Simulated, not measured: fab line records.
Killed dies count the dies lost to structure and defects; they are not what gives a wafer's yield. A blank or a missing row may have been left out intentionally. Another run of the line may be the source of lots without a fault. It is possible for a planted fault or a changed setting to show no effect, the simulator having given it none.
fab line records | flow rit-cmos
record lots=6 | wafers=18 | last-day=7
route steps=202 shown NLDD@111 PLDD@114 SPACER@125 NSD@131 PSD@142 M1@202
lots with no fault: from the same line, run without faults
start-h: the number of hours between the record's first day and the start of the first shown wafer of the lot | wait-h: time in hours since the lot's previous step | " unchanged from the row above | L1.1+2: one row covering several wafers at once | - value missing, or start not given | * or withheld: withheld | < > ~ a bound
route shown NAME@n: a module of which the file shows steps, and the number in the route of the first | usual: mean and standard deviation over wafers with no fault | same: alike in all rows | chamber/n: place in a boat | sites: per-site readings | _std_site: the values' standard deviation | _edge_site: inner sites' mean taken away from outer sites' mean | radius-mm: how far each site lies from the wafer's centre | mask NAME#n: copy n | behind: the tool/chamber that last shaped the wafer | hold: the reason the lot was held/the length of the hold in hours/how it ended | device: the n, p or np transistor that did not switch | end of line: at the end of the route, the tests of the same wafers | a step given without rows: its recipe and nothing more | killed: at the first sort, the dies lost to defects and structure; wafer yield is something else | map: dies across one wafer; x = killed, . = not, _ = none there
set.NAME: the setting as run; set.NAME@STEP: as run at that earlier step | model.NAME: the simulator's own value behind a step, which no gauge read
certain route steps with their lots: each step a table, each wafer a row
services: when a tool's chamber went out of use (start-h, in hours from the record's first day, below 0 if earlier), for how many hours, and the reason
## steps
# step RIT_NLDD_IMPLANT_08
# recipe species=P | energy-kev=20 | dose-cm2=5e+14 | tilt-deg=7
# step RIT_NLDD_STRIP_09
# recipe chemistry=O2 | time-s=180 | resist=NOVOLAK | platen-temp-c=withheld | power-w=500 | pressure-mtorr=4000 | o2-flow-sccm=4000
# usual drypump-motor-current-A=5.4/0.48
lot.wafer | tool            | chamber | start-h | wait-h | drypump-motor-current-A | rf-hours-counter-h
L986.2    | plasma-asher-04 | 0       | 47.82   | 0.1    | 5.9                     | 41
L986.3    | "               | 0       | "       | "      | 6.0                     | -
L986.4    | "               | 1       | "       | "      | 5.4                     | -
L987.2    | plasma-asher-02 | 1       | 52.95   | 0.1    | 4.7                     | 26
L987.3    | "               | 1       | "       | "      | 4.8                     | -
L987.6    | "               | 0       | "       | "      | 5.7                     | -
L990.3    | plasma-asher-02 | 0       | 66.60   | 0.1    | 5.7                     | -
L990.5    | "               | 1       | "       | "      | 4.7                     | -
L990.6    | "               | 0       | "       | "      | 5.7                     | -
L992.1    | plasma-asher-02 | 1       | 78.01   | 0.1    | 4.8                     | 29
L992.3    | "               | 0       | "       | "      | 5.7                     | -
L992.4    | "               | 1       | "       | "      | 4.7                     | -
L994.2    | plasma-asher-02 | 1       | 90.95   | 0.1    | 4.7                     | 30
L994.3    | "               | 0       | "       | "      | 5.7                     | -
L994.4    | "               | 1       | "       | "      | 4.7                     | -
L107.3    | plasma-asher-04 | 0       | 151.23  | 0.1    | 5.9                     | -
L107.4    | "               | 1       | "       | "      | 5.4                     | -
L107.5    | "               | 1       | "       | "      | 5.4                     | -
# step RIT_NLDD_TW_MEAS_10
# usual NLDD_TW=2476/17
lot.wafer | tool          | chamber | start-h | wait-h | NLDD_TW
L986.2    | film-metro-04 | -       | 48.00   | 0.1    | 2461
L986.3    | "             | -       | "       | "      | 2467
L986.4    | "             | -       | "       | "      | 2477
L987.2    | film-metro-04 | -       | 53.13   | 0.1    | 2454
L987.3    | "             | -       | "       | "      | 2454
L987.6    | "             | -       | "       | "      | 2463
L990.3    | film-metro-01 | -       | 66.74   | 0.1    | 2484
L990.5    | "             | -       | "       | "      | 2505
L990.6    | "             | -       | "       | "      | 2486
L992.1    | film-metro-04 | -       | 78.19   | 0.1    | 2450
L992.3    | "             | -       | "       | "      | 2450
L992.4    | "             | -       | "       | "      | 2455
L994.2    | film-metro-04 | -       | 91.13   | 0.1    | 2462
L994.3    | "             | -       | "       | "      | 2459
L994.4    | "             | -       | "       | "      | 2447
L107.3    | film-metro-02 | -       | 151.37  | 0.1    | 2472
L107.4    | "             | -       | "       | "      | 2476
L107.5    | "             | -       | "       | "      | 2477
# step RIT_PLDD_HMDS_00
# recipe prime-time-s=60 | prime-temp-c=140
# step RIT_PLDD_COAT_01
# recipe resist=NOVOLAK | spin-rpm=3250 | resist-thk-nm=1000
# step RIT_PLDD_SOFTBAKE_02
# recipe resist=NOVOLAK | temp-c=90 | time-s=60
# step RIT_PLDD_EXPOSE_03
# recipe mask-id=M8 | na=0.57 | target-cd-nm=40900 | dose-mj=250
# step RIT_PLDD_PEB_04
# recipe resist=NOVOLAK | temp-c=withheld | time-s=withheld
# step RIT_PLDD_DEVELOP_05
# recipe resist=NOVOLAK | develop-time-s=50 | dev-temp-c=23
# step RIT_PLDD_OVL_MEAS_06
# usual PLDD_OVL=-1.0/1.2
lot.wafer | tool       | chamber | start-h | wait-h | PLDD_OVL[nm]
L986.2    | overlay-02 | -       | 49.03   | -      | -2.6
L986.3    | "          | -       | "       | "      | -1.8
L986.4    | "          | -       | "       | "      | -1.1
L987.2    | overlay-01 | -       | 54.38   | -      | -0.6
L987.3    | "          | -       | "       | "      | -1.8
L987.6    | "          | -       | "       | "      | -0.4
L990.3    | overlay-02 | -       | 67.86   | -      | -1.1
L990.5    | "          | -       | "       | "      | 1.0
L990.6    | "          | -       | "       | "      | 0.2
L992.1    | overlay-02 | -       | 79.22   | -      | -1.8
L992.3    | "          | -       | "       | "      | -2.2
L992.4    | "          | -       | "       | "      | -2.2
L994.2    | overlay-01 | -       | 92.04   | -      | 0.2
L994.3    | "          | -       | "       | "      | -0.5
L994.4    | "          | -       | "       | "      | -0.7
L107.3    | overlay-02 | -       | 152.40  | -      | -0.7
L107.4    | "          | -       | "       | "      | -0.8
L107.5    | "          | -       | "       | "      | -0.2
# step RIT_PLDD_HARDBAKE_07
# recipe resist=NOVOLAK | temp-c=140 | time-s=60
# step RIT_PLDD_IMPLANT_08
# recipe species=BF2 | energy-kev=20 | dose-cm2=9e+14 | tilt-deg=7
# step RIT_PLDD_STRIP_09
# recipe chemistry=O2 | time-s=180 | resist=NOVOLAK | platen-temp-c=withheld | power-w=500 | pressure-mtorr=4000 | o2-flow-sccm=4000
# usual drypump-motor-current-A=5.3/0.47
lot.wafer | tool            | chamber | start-h | wait-h | drypump-motor-current-A | rf-hours-counter-h
L986.2    | plasma-asher-02 | 0       | 49.36   | 0.1    | 5.7                     | 25
L986.3    | "               | 0       | "       | "      | 5.8                     | -
L986.4    | "               | 1       | "       | "      | 4.7                     | -
L987.2    | plasma-asher-01 | 1       | 54.71   | 0.1    | 5.6                     | 42
L987.3    | "               | 1       | "       | "      | 5.5                     | -
L987.6    | "               | 1       | "       | "      | 5.6                     | -
L990.3    | plasma-asher-02 | 1       | 68.24   | 0.1    | 4.7                     | -
L990.5    | "               | 0       | "       | "      | 5.7                     | -
L990.6    | "               | 1       | "       | "      | 4.7                     | -
L992.1    | plasma-asher-01 | 0       | 79.56   | 0.1    | 5.3                     | 44
L992.3    | "               | 1       | "       | "      | 5.6                     | -
L992.4    | "               | 0       | "       | "      | 5.3                     | -
L994.2    | plasma-asher-01 | 0       | 92.37   | 0.1    | 5.3                     | 45
L994.3    | "               | 1       | "       | "      | 5.5                     | -
L994.4    | "               | 0       | "       | "      | 5.3                     | -
L107.3    | plasma-asher-02 | 0       | 152.78  | 0.1    | 5.7                     | -
L107.4    | "               | 1       | "       | "      | 4.7                     | -
L107.5    | "               | 1       | "       | "      | 4.8                     | -
# step RIT_PLDD_TW_MEAS_10
# usual PLDD_TW=2336/14
lot.wafer | tool          | chamber | start-h | wait-h | PLDD_TW
L986.2    | film-metro-01 | -       | 49.55   | 0.1    | 2345
L986.3    | "             | -       | "       | "      | 2343
L986.4    | "             | -       | "       | "      | 2344
L987.2    | film-metro-02 | -       | 54.89   | 0.1    | 2335
L987.3    | "             | -       | "       | "      | 2350
L987.6    | "             | -       | "       | "      | 2340
L990.3    | film-metro-01 | -       | 68.38   | 0.1    | 2338
L990.5    | "             | -       | "       | "      | 2347
L990.6    | "             | -       | "       | "      | 2351
L992.1    | film-metro-04 | -       | 79.73   | 0.1    | 2319
L992.3    | "             | -       | "       | "      | 2297
L992.4    | "             | -       | "       | "      | 2317
L994.2    | film-metro-01 | -       | 92.55   | 0.1    | 2352
L994.3    | "             | -       | "       | "      | 2355
L994.4    | "             | -       | "       | "      | 2373
L107.3    | film-metro-04 | -       | 152.92  | 0.1    | 2330
L107.4    | "             | -       | "       | "      | 2337
L107.5    | "             | -       | "       | "      | 2329
# step RIT_SPACER_CLEAN_00
# recipe chemistry=SC1 | mix=3:3:50 | time-s=600 | temp-c=75
# step RIT_SPACER_CLEAN_01
# recipe chemistry=dHF | dilution=50:1 | time-s=30
# step RIT_SPACER_CLEAN_02
# recipe chemistry=SC2 | mix=3:3:50 | time-s=600 | temp-c=75 | dry=n2-spin
# step RIT_SPACER_CVD_03
# recipe material=Si3N4 | target-thk-nm=250 | temp-c=810 | precursor=SiH2Cl2/NH3 | time-s=3300 | pressure-mtorr=300 | sih2cl2-flow-sccm=60 | nh3-flow-sccm=150
# step RIT_SPACER_THK_MEAS_04
# recipe reads=Si3N4_of_SPACER_CVD_03
# usual SPACER_NITRIDE_THK=249.6/2.2
lot.wafer | tool          | chamber | start-h | wait-h | SPACER_NITRIDE_THK[nm]
L986.2    | film-metro-04 | -       | 51.89   | 0.0    | 251.4
L986.3    | "             | -       | "       | "      | 252.1
L986.4    | "             | -       | "       | "      | 250.8
L987.2    | film-metro-01 | -       | 57.23   | 0.0    | 246.9
L987.3    | "             | -       | "       | "      | 248.2
L987.6    | "             | -       | "       | "      | 249.1
L990.3    | film-metro-03 | -       | 70.77   | 0.0    | 246.8
L990.5    | "             | -       | "       | "      | 245.6
L990.6    | "             | -       | "       | "      | 245.7
L992.1    | film-metro-04 | -       | 82.11   | 0.0    | 249.0
L992.3    | "             | -       | "       | "      | 248.5
L992.4    | "             | -       | "       | "      | 247.8
L994.2    | film-metro-01 | -       | 95.87   | 0.0    | 245.1
L994.3    | "             | -       | "       | "      | 244.6
L994.4    | "             | -       | "       | "      | 246.8
L107.3    | film-metro-04 | -       | 155.30  | 0.0    | 252.8
L107.4    | "             | -       | "       | "      | 252.5
L107.5    | "             | -       | "       | "      | 251.6
# step RIT_SPACER_ETCHBACK_05
# recipe target-depth-a=2500 | SF6_flow_sccm=30 | CHF3_flow_sccm=30 | target=Si3N4 | chemistry=SF6/CHF3 | pressure-mtorr=40 | rf-w=250 | time-s=240 | stop-on=SiO2
# usual drypump-motor-current-A=5.9/0.46 | oes-product-au=0.847/0.013 | throttle-valve-pct=10.34/0.13
lot.wafer | tool        | chamber | start-h | wait-h | drypump-motor-current-A | oes-product-au | rf-hours-counter-h | throttle-valve-pct
L986.2    | rie-diel-03 | 0       | 51.94   | 0.0    | 6.5                     | 0.848          | 48                 | 10.49
L986.3    | "           | 1       | "       | "      | 5.7                     | 0.865          | 92                 | 10.16
L986.4    | "           | 3       | "       | "      | 6.0                     | 0.867          | 7                  | 10.40
L987.2    | rie-diel-02 | 1       | 57.28   | 0.0    | 5.3                     | 0.840          | 119                | 10.19
L987.3    | "           | 3       | "       | "      | 5.3                     | 0.834          | 51                 | 10.20
L987.6    | "           | 0       | "       | "      | 5.8                     | 0.820          | -                  | 10.38
L990.3    | rie-diel-02 | 3       | 70.81   | 0.0    | 5.3                     | 0.835          | 51                 | 10.21
L990.5    | "           | 2       | "       | "      | 5.2                     | 0.848          | -                  | 10.53
L990.6    | "           | 3       | "       | "      | 5.3                     | 0.825          | -                  | 10.21
L992.1    | rie-diel-01 | 2       | 82.17   | 0.1    | 5.5                     | 0.838          | 133                | 10.27
L992.3    | "           | 1       | "       | "      | 6.6                     | 0.827          | 115                | 10.17
L992.4    | "           | 0       | "       | "      | 6.0                     | 0.846          | 86                 | 10.29
L994.2    | rie-diel-03 | 2       | 95.92   | 0.0    | 6.4                     | 0.834          | 104                | 10.47
L994.3    | "           | 1       | "       | "      | 5.7                     | 0.842          | 93                 | 10.15
L994.4    | "           | 3       | "       | "      | 6.0                     | 0.851          | -                  | 10.40
L107.3    | rie-diel-02 | 0       | 155.34  | 0.0    | 5.8                     | 0.873          | 1                  | 10.36
L107.4    | "           | 3       | "       | "      | 5.3                     | 0.851          | 52                 | 10.20
L107.5    | "           | 1       | "       | "      | 5.3                     | 0.855          | -                  | 10.18
# step RIT_NSD_HMDS_00
# recipe prime-time-s=60 | prime-temp-c=140
# step RIT_NSD_COAT_01
# recipe resist=NOVOLAK | spin-rpm=3250 | resist-thk-nm=1000
# step RIT_NSD_SOFTBAKE_02
# recipe resist=NOVOLAK | temp-c=90 | time-s=60
# step RIT_NSD_EXPOSE_03
# recipe mask-id=M9 | na=0.57 | target-cd-nm=40700 | dose-mj=250
# step RIT_NSD_PEB_04
# recipe resist=NOVOLAK | temp-c=withheld | time-s=withheld
# step RIT_NSD_DEVELOP_05
# recipe resist=NOVOLAK | develop-time-s=50 | dev-temp-c=23
# step RIT_NSD_OVL_MEAS_06
# usual NSD_OVL=0.2/1.5
lot.wafer | tool       | chamber | start-h | wait-h | NSD_OVL[nm]
L986.2    | overlay-02 | -       | 53.07   | -      | 1.1
L986.3    | "          | -       | "       | "      | 1.3
L986.4    | "          | -       | "       | "      | -0.5
L987.2    | overlay-02 | -       | 58.30   | -      | 1.8
L987.3    | "          | -       | "       | "      | 1.9
L987.6    | "          | -       | "       | "      | 1.9
L990.3    | overlay-01 | -       | 71.95   | -      | -1.1
L990.5    | "          | -       | "       | "      | 0.3
L990.6    | "          | -       | "       | "      | -0.5
L992.1    | overlay-01 | -       | 83.29   | -      | -2.2
L992.3    | "          | -       | "       | "      | -0.9
L992.4    | "          | -       | "       | "      | 1.5
L994.2    | overlay-01 | -       | 97.05   | -      | -3.0
L994.3    | "          | -       | "       | "      | -1.0
L994.4    | "          | -       | "       | "      | -1.5
L107.3    | overlay-01 | -       | 156.35  | -      | 1.8
L107.4    | "          | -       | "       | "      | 2.5
L107.5    | "          | -       | "       | "      | 2.5
# step RIT_NSD_HARDBAKE_07
# recipe resist=NOVOLAK | temp-c=140 | time-s=60
# step RIT_NSD_IMPLANT_08
# recipe species=P | energy-kev=25 | dose-cm2=1e+15 | tilt-deg=7
# step RIT_NSD_STRIP_09
# recipe chemistry=O2 | time-s=180 | resist=NOVOLAK | platen-temp-c=withheld | power-w=500 | pressure-mtorr=4000 | o2-flow-sccm=4000
# usual drypump-motor-current-A=5.4/0.37
lot.wafer | tool            | chamber | start-h | wait-h | drypump-motor-current-A | rf-hours-counter-h
L986.2    | plasma-asher-04 | 1       | 53.40   | 0.1    | 5.3                     | 42
L986.3    | "               | 1       | "       | "      | 5.3                     | -
L986.4    | "               | 0       | "       | "      | 5.9                     | -
L987.2    | plasma-asher-01 | 0       | 58.63   | 0.1    | 5.3                     | 42
L987.3    | "               | 1       | "       | "      | 5.5                     | -
L987.6    | "               | 0       | "       | "      | 5.3                     | -
L990.3    | plasma-asher-02 | 1       | 72.45   | 0.1    | 4.7                     | -
L990.5    | "               | 1       | "       | "      | 4.7                     | -
L990.6    | "               | 0       | "       | "      | 5.7                     | -
L992.1    | plasma-asher-01 | 1       | 83.72   | 0.1    | 5.6                     | 44
L992.3    | "               | 1       | "       | "      | 5.5                     | -
L992.4    | "               | 0       | "       | "      | 5.3                     | -
L994.2    | plasma-asher-02 | 0       | 97.38   | 0.1    | 5.7                     | 30
L994.3    | "               | 1       | "       | "      | 4.7                     | -
L994.4    | "               | 0       | "       | "      | 5.7                     | -
L107.3    | plasma-asher-02 | 1       | 156.73  | 0.1    | 4.7                     | -
L107.4    | "               | 0       | "       | "      | 5.7                     | -
L107.5    | "               | 1       | "       | "      | 4.8                     | -
# step RIT_NSD_TW_MEAS_10
# usual NSD_TW=3112/17
lot.wafer | tool          | chamber | start-h | wait-h | NSD_TW
L986.2    | film-metro-02 | -       | 53.59   | 0.1    | 3106
L986.3    | "             | -       | "       | "      | 3126
L986.4    | "             | -       | "       | "      | 3115
L987.2    | film-metro-01 | -       | 58.81   | 0.1    | 3112
L987.3    | "             | -       | "       | "      | 3113
L987.6    | "             | -       | "       | "      | 3122
L990.3    | film-metro-01 | -       | 72.59   | 0.1    | 3118
L990.5    | "             | -       | "       | "      | 3119
L990.6    | "             | -       | "       | "      | 3118
L992.1    | film-metro-04 | -       | 83.89   | 0.1    | 3081
L992.3    | "             | -       | "       | "      | 3091
L992.4    | "             | -       | "       | "      | 3070
L994.2    | film-metro-04 | -       | 97.57   | 0.1    | 3092
L994.3    | "             | -       | "       | "      | 3098
L994.4    | "             | -       | "       | "      | 3086
L107.3    | film-metro-02 | -       | 156.87  | 0.1    | 3113
L107.4    | "             | -       | "       | "      | 3093
L107.5    | "             | -       | "       | "      | 3107
# step RIT_PSD_HMDS_00
# recipe prime-time-s=60 | prime-temp-c=140
# step RIT_PSD_COAT_01
# recipe resist=NOVOLAK | spin-rpm=3250 | resist-thk-nm=1000
# step RIT_PSD_SOFTBAKE_02
# recipe resist=NOVOLAK | temp-c=90 | time-s=60
# step RIT_PSD_EXPOSE_03
# recipe mask-id=M10 | na=0.57 | target-cd-nm=40900 | dose-mj=250
# step RIT_PSD_PEB_04
# recipe resist=NOVOLAK | temp-c=withheld | time-s=withheld
# step RIT_PSD_DEVELOP_05
# recipe resist=NOVOLAK | develop-time-s=50 | dev-temp-c=23
# step RIT_PSD_OVL_MEAS_06
# usual PSD_OVL=0.0/1.3
lot.wafer | tool       | chamber | start-h | wait-h | PSD_OVL[nm]
L986.2    | overlay-02 | -       | 54.49   | -      | 0.6
L986.3    | "          | -       | "       | "      | 1.2
L986.4    | "          | -       | "       | "      | 0.2
L987.2    | overlay-01 | -       | 59.84   | -      | -0.1
L987.3    | "          | -       | "       | "      | 1.3
L987.6    | "          | -       | "       | "      | -0.1
L990.3    | overlay-02 | -       | 73.61   | -      | 0.6
L990.5    | "          | -       | "       | "      | 1.6
L990.6    | "          | -       | "       | "      | 1.4
L992.1    | overlay-02 | -       | 84.87   | -      | -0.6
L992.3    | "          | -       | "       | "      | -0.5
L992.4    | "          | -       | "       | "      | 0.1
L994.2    | overlay-02 | -       | 98.60   | -      | 1.6
L994.3    | "          | -       | "       | "      | 1.0
L994.4    | "          | -       | "       | "      | 0.8
L107.3    | overlay-02 | -       | 157.89  | -      | -1.1
L107.4    | "          | -       | "       | "      | 1.4
L107.5    | "          | -       | "       | "      | 1.3
# step RIT_PSD_HARDBAKE_07
# recipe resist=NOVOLAK | temp-c=140 | time-s=60
# step RIT_PSD_IMPLANT_08
# recipe species=BF2 | energy-kev=27 | dose-cm2=5e+15 | tilt-deg=7
# step RIT_PSD_STRIP_09
# recipe chemistry=O2 | time-s=180 | resist=NOVOLAK | platen-temp-c=withheld | power-w=500 | pressure-mtorr=4000 | o2-flow-sccm=4000
# usual drypump-motor-current-A=5.5/0.39
lot.wafer | tool            | chamber | start-h | wait-h | drypump-motor-current-A | rf-hours-counter-h
L986.2    | plasma-asher-04 | 1       | 54.82   | 0.1    | 5.3                     | 42
L986.3    | "               | 1       | "       | "      | 5.4                     | -
L986.4    | "               | 0       | "       | "      | 5.9                     | -
L987.2    | plasma-asher-01 | 0       | 60.17   | 0.1    | 5.3                     | 42
L987.3    | "               | 1       | "       | "      | 5.5                     | -
L987.6    | "               | 0       | "       | "      | 5.3                     | -
L990.3    | plasma-asher-03 | 1       | 74.00   | 0.1    | 5.9                     | -
L990.5    | "               | 1       | "       | "      | 5.9                     | -
L990.6    | "               | 0       | "       | "      | 4.7                     | -
L992.1    | plasma-asher-03 | 1       | 85.21   | 0.1    | 5.8                     | 43
L992.3    | "               | 1       | "       | "      | 5.8                     | -
L992.4    | "               | 0       | "       | "      | 4.8                     | -
L994.2    | plasma-asher-03 | 0       | 98.93   | 0.1    | 4.7                     | 44
L994.3    | "               | 0       | "       | "      | 4.7                     | -
L994.4    | "               | 1       | "       | "      | 5.9                     | -
L107.3    | plasma-asher-01 | 1       | 158.28  | 0.1    | 5.5                     | -
L107.4    | "               | 0       | "       | "      | 5.3                     | -
L107.5    | "               | 0       | "       | "      | 5.3                     | -
# step RIT_PSD_TW_MEAS_10
# usual PSD_TW=3413/19
lot.wafer | tool          | chamber | start-h | wait-h | PSD_TW
L986.2    | film-metro-04 | -       | 55.01   | 0.1    | 3406
L986.3    | "             | -       | "       | "      | 3396
L986.4    | "             | -       | "       | "      | 3418
L987.2    | film-metro-01 | -       | 60.36   | 0.1    | 3433
L987.3    | "             | -       | "       | "      | 3417
L987.6    | "             | -       | "       | "      | 3447
L990.3    | film-metro-04 | -       | 74.13   | 0.1    | 3381
L990.5    | "             | -       | "       | "      | 3393
L990.6    | "             | -       | "       | "      | 3385
L992.1    | film-metro-04 | -       | 85.38   | 0.1    | 3366
L992.3    | "             | -       | "       | "      | 3379
L992.4    | "             | -       | "       | "      | 3385
L994.2    | film-metro-01 | -       | 99.11   | 0.1    | 3409
L994.3    | "             | -       | "       | "      | 3417
L994.4    | "             | -       | "       | "      | 3429
L107.3    | film-metro-04 | -       | 158.41  | 0.1    | 3408
L107.4    | "             | -       | "       | "      | 3417
L107.5    | "             | -       | "       | "      | 3412
# step RIT_M1_PROBE_99
# usual killed_at_M0_to_M3=0.0/0.22 | killed-at-contacts=0.0/0.18 | killed-at-front-end=7/3.1 | killed-dies=7/3.1 | killed-on-rim=1.6/1.3 | killed-open=3.2/2.1 | killed-short=3.4/2
# same gross-dies=264 | killed_at_M4_up=0 | killed-at-back-side=0 | killed-at-other=0
lot.wafer | tool      | chamber | start-h | wait-h | hold                     | killed_at_M0_to_M3 | killed-at-contacts | killed-at-front-end | killed-dies | killed-on-rim | killed-open | killed-short
L986.2    | prober-01 | -       | 62.86   | 0.1    | -                        | 0                  | 1                  | 8                   | 9           | 0             | 7           | 2
L986.3    | prober-01 | -       | 62.91   | 0.2    | -                        | 0                  | 0                  | 5                   | 5           | 1             | 3           | 2
L986.4    | prober-01 | -       | 62.96   | 0.2    | -                        | 0                  | 0                  | 2                   | 2           | 0             | 2           | 0
L987.2    | prober-02 | -       | 68.31   | 0.1    | -                        | 0                  | 1                  | 4                   | 5           | 2             | 2           | 3
L987.3    | prober-02 | -       | 68.36   | 0.2    | -                        | 0                  | 0                  | 8                   | 8           | 2             | 4           | 4
L987.6    | prober-02 | -       | 68.51   | 0.2    | -                        | 0                  | 0                  | 5                   | 5           | 0             | 1           | 4
L990.3    | prober-01 | -       | 84.67   | 0.2    | -                        | 0                  | 0                  | 14                  | 14          | 5             | 7           | 7
L990.5    | prober-01 | -       | 84.77   | 0.2    | -                        | 0                  | 0                  | 5                   | 5           | 2             | 2           | 3
L990.6    | prober-01 | -       | 84.82   | 0.2    | -                        | 0                  | 0                  | 4                   | 4           | 1             | 4           | 0
L992.1    | prober-01 | -       | 93.43   | 0.1    | await-dispo/1.8h/release | 0                  | 0                  | 13                  | 13          | 5             | 8           | 5
L992.3    | prober-01 | -       | 93.53   | 0.2    | await-dispo/1.8h/release | 0                  | 0                  | 49                  | 49          | 10            | 5           | 5
L992.4    | prober-01 | -       | 93.58   | 0.2    | await-dispo/1.8h/release | 0                  | 0                  | 4                   | 4           | 1             | 1           | 3
L994.2    | prober-01 | -       | 107.70  | 0.1    | await-dispo/4.1h/release | 1                  | 0                  | 4                   | 5           | 0             | 2           | 3
L994.3    | prober-01 | -       | 107.75  | 0.2    | await-dispo/4.1h/release | 0                  | 0                  | 43                  | 43          | 7             | 6           | 2
L994.4    | prober-01 | -       | 107.80  | 0.2    | await-dispo/4.1h/release | 0                  | 0                  | 16                  | 16          | 5             | 8           | 8
L107.3    | prober-01 | -       | 167.26  | 0.2    | -                        | 0                  | 0                  | 5                   | 5           | 1             | 2           | 3
L107.4    | prober-01 | -       | 167.31  | 0.2    | -                        | 0                  | 0                  | 9                   | 9           | 1             | 5           | 4
L107.5    | prober-01 | -       | 167.36  | 0.2    | -                        | 0                  | 0                  | 13                  | 13          | 3             | 3           | 10
# killed by level:class
L986.2 SPACER:geometric-particle:open=3 FOX1:geometric-particle:open=2 FOX2:geometric-particle:open=1 FOX2:geometric-particle:short=1 SPACER:geometric-particle:short=1 CONTACT:geometric-particle:open=1
L986.3 FOX2:geometric-particle:short=1 FOX2:geometric-particle:open=1 GATE:geometric-particle:open=1 REOX:geometric-particle:open=1 SPACER:geometric-particle:short=1
L986.4 SPACER:geometric-particle:open=1 SILICIDE:geometric-particle:open=1
L987.2 FOX2:geometric-particle:short=2 GATE:geometric-particle:short=1 SPACER:geometric-particle:open=1 CONTACT:geometric-particle:open=1
L987.3 FOX1:geometric-particle:open=2 FOX1:geometric-particle:short=1 GATE:geometric-particle:short=1 REOX:geometric-particle:open=1 REOX:geometric-particle:short=1 SPACER:geometric-particle:open=1 SILICIDE:geometric-particle:short=1
L987.6 GATE:geometric-particle:open=1 GATE:geometric-particle:short=1 REOX:geometric-particle:short=1 SPACER:geometric-particle:short=1 SILICIDE:geometric-particle:short=1
L990.3 GATE:geometric-particle:open=4 GATE:geometric-particle:short=2 REOX:geometric-particle:short=2 SPACER:geometric-particle:short=2 FOX1:geometric-particle:short=1 FOX2:geometric-particle:open=1 REOX:geometric-particle:open=1 SILICIDE:geometric-particle:open=1
L990.5 FOX1:geometric-particle:short=2 REOX:geometric-particle:short=1 SPACER:geometric-particle:open=1 SILICIDE:geometric-particle:open=1
L990.6 GATE:geometric-particle:open=3 FOX1:geometric-particle:open=1
L992.1 SILICIDE:geometric-particle:open=3 REOX:geometric-particle:open=2 SPACER:geometric-particle:open=2 SPACER:geometric-particle:short=2 SILICIDE:geometric-particle:short=2 GATE:geometric-particle:open=1 REOX:geometric-particle:short=1
L992.3 PLDD:unspecified=39 GATE:geometric-particle:short=2 REOX:geometric-particle:short=2 FOX2:geometric-particle:open=1 FOX2:geometric-particle:short=1 GATE:geometric-particle:open=1 REOX:geometric-particle:open=1 SPACER:geometric-particle:open=1
L992.4 GATE:geometric-particle:short=1 GATE:geometric-particle:open=1 REOX:geometric-particle:short=1 SILICIDE:geometric-particle:short=1
L994.2 FOX1:geometric-particle:open=1 GATE:geometric-particle:short=1 REOX:geometric-particle:short=1 REOX:geometric-particle:open=1 M1:geometric-particle:short=1
L994.3 PLDD:unspecified=35 FOX1:geometric-particle:open=3 GATE:geometric-particle:open=3 FOX1:geometric-particle:short=1 SILICIDE:geometric-particle:short=1
L994.4 GATE:geometric-particle:short=5 GATE:geometric-particle:open=5 REOX:geometric-particle:short=2 FOX2:geometric-particle:open=1 REOX:geometric-particle:open=1 SPACER:geometric-particle:short=1 SILICIDE:geometric-particle:open=1
L107.3 GATE:geometric-particle:short=2 GATE:geometric-particle:open=1 REOX:geometric-particle:open=1 REOX:geometric-particle:short=1
L107.4 GATE:geometric-particle:open=4 GATE:geometric-particle:short=2 FOX1:geometric-particle:open=1 SPACER:geometric-particle:short=1 SILICIDE:geometric-particle:short=1
L107.5 SILICIDE:geometric-particle:short=5 REOX:geometric-particle:short=3 GATE:geometric-particle:short=2 SILICIDE:geometric-particle:open=2 REOX:geometric-particle:open=1
# map L992.3 (x killed, . not)
________......._______
_____..x..........____
____........x......___
___.x...............__
__..................._
__....x...........xxx_
_............x.xxxxxxx
_.............xxxxxxx.
_.............xxxxxxxx
_.....x.x.....xxxxxxxx
__..............xxxxx_
__...x...........x.x._
___..............x..__
____...............___
_____.............____
________......._______
# map L994.3 (x killed, . not)
________......._______
_____.............____
____...............___
___.................__
__................x.._
__.......x...x...xx.x_
_...............xxxxx.
_............x.xxxxxxx
_..............xxxxxxx
_..............xxxxxxx
__....x........xxxx.x_
__.........x....x.x.._
___..x..............__
____...............___
_____.............____
________......._______
## services
tool            | chamber | start-h | hours | kind
rie-diel-02     | 2       | 46.25   | 1.8   | repair
rie-diel-03     | -       | 63.17   | 1.2   | repair
rie-diel-03     | 1       | 67.11   | 4.3   | repair
rie-diel-03     | 0       | 69.56   | 6.8   | repair
rie-diel-03     | 2       | 74.67   | 8.6   | repair
rie-diel-03     | 0       | 83.14   | 16.3  | repair
rie-diel-02     | 0       | 86.89   | -     | clean
rie-diel-02     | 0       | 86.89   | 23.2  | scheduled-down
rie-diel-02     | 0       | 86.89   | 23.2  | vent-cycle
plasma-asher-04 | -       | 108.75  | 9.0   | pm
plasma-asher-04 | 0       | 108.75  | 9.0   | vent-cycle
plasma-asher-04 | 1       | 108.75  | 9.0   | vent-cycle
plasma-asher-02 | -       | 112.24  | 1.4   | repair
plasma-asher-04 | 0       | 117.75  | -     | clean
plasma-asher-04 | 1       | 117.75  | -     | clean
rie-diel-02     | 1       | 119.97  | 2.4   | repair
rie-diel-02     | -       | 135.30  | 2.8   | pm
plasma-asher-02 | -       | 136.57  | 2.0   | repair
plasma-asher-03 | -       | 154.80  | 15.6  | pm
## key
first-sign step=RIT_M1_PROBE_99 | reading=killed-at-front-end | direction=up | sigmas=13 | usual=7 | struck=46
effect step=RIT_M1_PROBE_99 | reading=killed-dies | direction=up | sigmas=13 | usual=7 | struck=46
met-at RIT_PLDD_STRIP_09
struck-wafers L992.3,L994.3
tester-left-out L992,L994
onset-between 54.71 79.56
fault kind=chamber-particle-source | tool=plasma-asher-01 | chamber=1 | onset-h=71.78 | steps=RIT_PLDD_STRIP_09 | rate-per-visit-cm2=1.8971 | end-h=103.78
# tester-left-out: of these lots the tester's yield and bins aren't shown, on N5 and GAA mostly nor the transistor test; their killed dies are dies lost to structure and defects alone, not to doping, threshold or leakage, so they don't give the yield
